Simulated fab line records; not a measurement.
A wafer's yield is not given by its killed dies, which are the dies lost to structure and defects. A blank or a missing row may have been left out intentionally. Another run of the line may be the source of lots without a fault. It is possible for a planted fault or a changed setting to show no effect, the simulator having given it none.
Which tool did it? | flow rit_cmos | 7 lots, 21 wafers sampled, at 2 steps of a route of 202

## WHAT THE GAUGES SHOWED, per wafer
RIT_GATE_CD_MEAS_16: target cd 150 nm.
lot  | measured    | on        | cd_nm (nm)
L832 | day 3 00:04 | cd_sem-01 | 151.3 152.8 154.6
L835 | day 3 14:59 | cd_sem-01 | 146.7 147.8 144.9
L838 | day 4 04:37 | cd_sem-01 | 152.2 151.6 151.3
L842 | day 5 00:37 | cd_sem-02 | - 39.9 58.5
L844 | day 5 08:56 | cd_sem-02 | 89.9 118.2 63.5
L852 | day 7 01:46 | cd_sem-01 | 149.7 151.5 150.3
L854 | day 7 11:56 | cd_sem-01 | 153.5 155.9 154.2

## TOOL THAT RAN EACH LOT (tool first, then ch and the chambers of the sampled wafers, then the start)
lot  | RIT_GATE_EXPOSE_13
L832 | iline_stepper-01 ch 0, day 2 23:40
L835 | iline_stepper-01 ch 0, day 3 14:27
L838 | iline_stepper-01 ch 0, day 4 04:13
L842 | iline_stepper-01 ch 0, day 5 00:13
L844 | iline_stepper-01 ch 0, day 5 08:32
L852 | iline_stepper-02 ch 0, day 7 01:22
L854 | iline_stepper-02 ch 0, day 7 11:32
- RIT_GATE_EXPOSE_13: exposes mask M6, target cd 150 nm.

## THE ANSWER, worked out from the rows above alone
Rule: the usual values come from the lots themselves. Put in order of their means at a reading, lots are off if they are a third of the lots or fewer, leave a main group of 4 or more, and stand apart from it by a gap of 3 or more times the standard deviation of the main group's means; of several such gaps the widest counts. Not used: any main group whose means are identical at the precision the tables above print for the reading. A lot without any number at a reading at which 4 lots or more have one is off too. Where the step has rows for the other lots, those lots are counted as sound.
Off: L842, L844, at RIT_GATE_CD_MEAS_16 (cd_nm). For the main group the mean is 151.2 nm and the standard deviation 2.7.
A tool fits if, at a process step before that reading, it ran every lot that is off, and no sound lot after the first of them. The gauges at RIT_GATE_CD_MEAS_16 are tried like those tools. This does not decide it: 2 tools fit, namely iline_stepper-01 at RIT_GATE_EXPOSE_13 and cd_sem-02 at RIT_GATE_CD_MEAS_16.

## WHAT THE SIMULATOR HAD PUT IN
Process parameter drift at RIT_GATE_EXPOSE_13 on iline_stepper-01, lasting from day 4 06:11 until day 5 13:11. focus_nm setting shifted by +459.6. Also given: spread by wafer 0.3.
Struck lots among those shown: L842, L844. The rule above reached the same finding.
